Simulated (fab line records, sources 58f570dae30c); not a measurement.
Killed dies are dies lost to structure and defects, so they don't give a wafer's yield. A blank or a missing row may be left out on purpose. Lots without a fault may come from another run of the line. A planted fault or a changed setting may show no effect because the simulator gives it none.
Which tool did it? | flow berkeley_cmos170 | 14 lots, 42 wafers sampled, at 5 steps of a route of 331

WHAT THE GAUGES READ, wafer by wafer
UCB170_PSD_CD_MEAS_06: target cd 1200 nm. Usual: cd_nm 1200.1 nm, standard deviation 1.3.
lot  | measured     | on        | cd_nm (nm)           | flag
L486 | day 8 02:46  | cd_sem-01 | 1200.0 1201.9 1199.4 |
L487 | day 8 03:04  | cd_sem-01 | 1197.5 1197.2 1195.6 |
L488 | day 8 16:50  | cd_sem-01 | 1200.2 1200.5 1200.9 |
L490 | day 8 16:42  | cd_sem-01 | 1199.7 1201.4 1200.2 |
L491 | day 9 05:04  | cd_sem-02 | 1198.6 1198.4 1198.1 |
L495 | day 9 05:37  | cd_sem-01 | 1201.6 1200.8 1200.3 |
L493 | day 9 05:43  | cd_sem-02 | 1198.6 1196.9 1196.5 |
L497 | day 10 09:47 | cd_sem-02 | 1200.3 1200.6 1200.1 |
L498 | day 10 09:32 | cd_sem-02 | 1200.4 1201.7 1201.0 |
L499 | day 10 10:04 | cd_sem-01 | 1201.3 1201.4 1201.3 |
L501 | day 11 01:29 | cd_sem-02 | 1199.6 1198.8 1199.0 |
L505 | day 12 04:46 | cd_sem-01 | 1200.8 1200.2 1201.6 |
L507 | day 12 05:02 | cd_sem-01 | 1200.3 1200.9 1199.6 |
L508 | day 13 00:31 | cd_sem-01 | 1202.4 1202.8 1202.0 |

UCB170_NSD_CD_MEAS_06: target cd 1200 nm. Usual: cd_nm 1200.1 nm, standard deviation 1.4.
lot  | measured     | on        | cd_nm (nm)                                | flag
L486 | day 8 04:27  | cd_sem-02 | 1197.6 1198.8 1198.5                      |
L487 | day 8 05:12  | cd_sem-02 | 1202.0 1203.6 1201.7                      |
L488 | day 8 18:53  | cd_sem-01 | 1201.9 1203.0 1203.1                      |
L490 | day 8 18:40  | cd_sem-01 | 1199.5 1199.3 1200.6                      |
L491 | day 9 06:53  | cd_sem-01 | 1200.0 1200.6 1199.8                      |
L495 | day 9 07:29  | cd_sem-01 | 1200.0 1200.3 1201.2                      |
L493 | day 9 07:43  | cd_sem-01 | 1199.4 1200.3 1200.7                      |
L497 | day 10 11:32 | cd_sem-01 | 1201.1 1201.4 1201.9                      |
L498 | day 10 11:17 | cd_sem-02 | 1228.7 1228.6 1227.6 1229.1 1228.4 1228.3 | OFF
L499 | day 10 11:55 | cd_sem-01 | 1220.6 1220.2 1221.2 1220.5 1219.9 1221.3 | OFF
L501 | day 11 04:40 | cd_sem-02 | 1199.2 1200.5 1200.2                      |
L505 | day 12 06:14 | cd_sem-01 | 1199.7 1200.0 1199.8                      |
L507 | day 12 06:44 | cd_sem-01 | 1201.8 1200.7 1199.8                      |
L508 | day 13 02:44 | cd_sem-02 | 1198.6 1200.2 1200.8                      |

WHICH TOOL RAN EACH LOT (tool, then ch and the chambers of the sampled wafers, then the start)
lot  | UCB170_NLDD_STRIP_10                 | UCB170_SPACER_CVD_00            | UCB170_NSD_PEB_04
L486 | plasma_asher-02 ch 0,1, day 7 18:44  | pecvd-02 ch 0,1, day 7 19:04    | litho_track-01 ch 0, day 8 04:11
L487 | plasma_asher-01 ch 0,1, day 7 19:03  | pecvd-03 ch 0,1, day 7 19:23    | litho_track-01 ch 0, day 8 04:56
L488 | plasma_asher-02 ch 0,1, day 8 09:58  | pecvd-03 ch 1,2, day 8 10:18    | litho_track-01 ch 0, day 8 18:37
L490 | plasma_asher-01 ch 0,1, day 8 10:22  | pecvd-01 ch 0,1,2, day 8 10:42  | litho_track-02 ch 0, day 8 18:24
L491 | plasma_asher-04 ch 0,1, day 8 18:00  | pecvd-03 ch 0,1, day 8 18:32    | litho_track-01 ch 0, day 9 06:37
L495 | plasma_asher-01 ch 0, day 9 00:24    | pecvd-01 ch 1,2, day 9 00:45    | litho_track-01 ch 0, day 9 07:10
L493 | plasma_asher-04 ch 0,1, day 9 00:28  | pecvd-03 ch 0,2, day 9 01:03    | litho_track-01 ch 0, day 9 07:26
L497 | plasma_asher-04 ch 0,1, day 9 23:50  | pecvd-02 ch 1,2, day 10 00:11   | litho_track-02 ch 0, day 10 11:16
L498 | plasma_asher-04 ch 0,1, day 10 00:05 | pecvd-03 ch 0,1,2, day 10 00:25 | litho_track-01 ch 0, day 10 11:01
L499 | plasma_asher-04 ch 0,1, day 10 00:24 | pecvd-01 ch 0,2, day 10 00:44   | litho_track-01 ch 0, day 10 11:39
L501 | plasma_asher-04 ch 1, day 10 16:58   | pecvd-01 ch 0,2, day 10 19:49   | litho_track-02 ch 0, day 11 04:23
L505 | plasma_asher-01 ch 0, day 11 20:44   | pecvd-01 ch 0,1, day 11 21:04   | litho_track-02 ch 0, day 12 05:58
L507 | plasma_asher-02 ch 0, day 11 22:05   | pecvd-02 ch 0,1,2, day 11 22:25 | litho_track-04 ch 0, day 12 06:28
L508 | plasma_asher-02 ch 0,1, day 12 17:23 | pecvd-02 ch 0,1,2, day 12 17:43 | litho_track-04 ch 0, day 13 02:29
- UCB170_NLDD_STRIP_10: strips in O2.
- UCB170_SPACER_CVD_00: deposits SiO2 from TEOS/O2, target thk 376 nm, time 47 s.
- UCB170_NSD_PEB_04

WHAT THE TOOLS THEMSELVES READ (means of the sampled wafers that have a number; where no wafer has one, the mark that the record gives instead)
UCB170_NLDD_STRIP_10. Usual: drypump_motor_current_A 5.8 A, standard deviation 0.31; oes_product_au 0.735 a.u., standard deviation 0.0046; strip_time_to_endpoint_s 21.60 s, standard deviation 0.055.
lot  | tool            | drypump_motor_current_A (A) | oes_product_au (a.u.) | strip_time_to_endpoint_s (s) | flag
L486 | plasma_asher-02 | 6.0                         | 0.732                 | 21.59                        |
L487 | plasma_asher-01 | 6.0                         | 0.735                 | 21.60                        |
L488 | plasma_asher-02 | 5.8                         | 0.732                 | 21.56                        |
L490 | plasma_asher-01 | 5.9                         | 0.737                 | 21.56                        |
L491 | plasma_asher-04 | 5.8                         | 0.737                 | 21.49                        |
L495 | plasma_asher-01 | 5.5                         | 0.732                 | 21.56                        |
L493 | plasma_asher-04 | 5.6                         | 0.735                 | 21.62                        |
L497 | plasma_asher-04 | 5.6                         | 0.733                 | 21.63                        |
L498 | plasma_asher-04 | 5.8                         | 0.738                 | 21.54                        |
L499 | plasma_asher-04 | 5.6                         | 0.735                 | 21.67                        |
L501 | plasma_asher-04 | 5.9                         | 0.734                 | 21.57                        |
L505 | plasma_asher-01 | 5.4                         | 0.733                 | 21.50                        |
L507 | plasma_asher-02 | 6.2                         | 0.733                 | 21.73                        |
L508 | plasma_asher-02 | 5.9                         | 0.733                 | 21.52                        |

UCB170_SPACER_CVD_00. Usual: heater_power_w 262 W, standard deviation 65.
lot  | tool     | heater_power_w (W) | flag
L486 | pecvd-02 | 310                |
L487 | pecvd-03 | 239                |
L488 | pecvd-03 | 216                |
L490 | pecvd-01 | 264                |
L491 | pecvd-03 | 227                |
L495 | pecvd-01 | 275                |
L493 | pecvd-03 | 219                |
L497 | pecvd-02 | 286                |
L498 | pecvd-03 | 209                |
L499 | pecvd-01 | 274                |
L501 | pecvd-01 | 254                |
L505 | pecvd-01 | 325                |
L507 | pecvd-02 | 312                |
L508 | pecvd-02 | 305                |

UCB170_NSD_PEB_04. Usual: heater_power_total_W 56.80 W, standard deviation 0.048; plate_temp_C 129.97 C, standard deviation 0.14.
lot  | tool           | heater_power_total_W (W) | plate_temp_C (C) | flag
L486 | litho_track-01 | 56.82                    | 129.80           |
L487 | litho_track-01 | 56.78                    | 129.89           |
L488 | litho_track-01 | 56.80                    | 129.97           |
L490 | litho_track-02 | 56.84                    | 129.91           |
L491 | litho_track-01 | 56.82                    | 130.12           |
L495 | litho_track-01 | 56.79                    | 129.97           |
L493 | litho_track-01 | 56.81                    | 129.88           |
L497 | litho_track-02 | 56.81                    | 130.00           |
L498 | litho_track-01 | 59.78                    | 135.11           | OFF
L499 | litho_track-01 | 59.81                    | 135.19           | OFF
L501 | litho_track-02 | 56.79                    | 130.07           |
L505 | litho_track-02 | 56.78                    | 130.12           |
L507 | litho_track-04 | 56.79                    | 129.91           |
L508 | litho_track-04 | 56.77                    | 129.93           |

THE ANSWER, worked out from the rows above alone
Rule: a lot is off if the mean of its wafers that have a number lies more than 3 standard deviations from the usual mean. A lot without any number at a reading at which 4 lots or more have one is off too. The other lots that the step has rows for count as sound. The gauges are gone through in route order, then the tools' own readings, and for those a lot's mean is taken as printed above. The first step at which some lot is off is used, and at that step the reading that is off furthest; a lot without a number counts as furthest.
Off: L498, L499, at UCB170_NSD_CD_MEAS_06 (cd_nm).
A tool fits if, at a process step before that reading, it ran every lot that is off, and no sound lot after the first of them. The gauges at UCB170_NSD_CD_MEAS_06 aren't tried: what is off there is off at UCB170_NSD_PEB_04 too, on other tools, and a gauge's error can't cause that. One fits: litho_track-01 at UCB170_NSD_PEB_04. Its last sound lot is L493 (day 9 07:26), its first lot that is off L498 (day 10 11:01): a fault that began between those two fits.
The tool's own readings at UCB170_NSD_PEB_04 bear it out: on the lots that are off they differ by more than 5 times the standard deviation of the sound lots' means. heater_power_total_W reads 59.80 W there against 56.80 W on the sound lots; plate_temp_C reads 135.15 C there against 129.96 C on the sound lots.

WHAT THE SIMULATOR HAD PUT IN
Process parameter drift: litho_track-01, from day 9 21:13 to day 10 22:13, at UCB170_NSD_PEB_04. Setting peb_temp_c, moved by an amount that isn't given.
Lots struck among those shown: L498, L499. The rule above found the same.
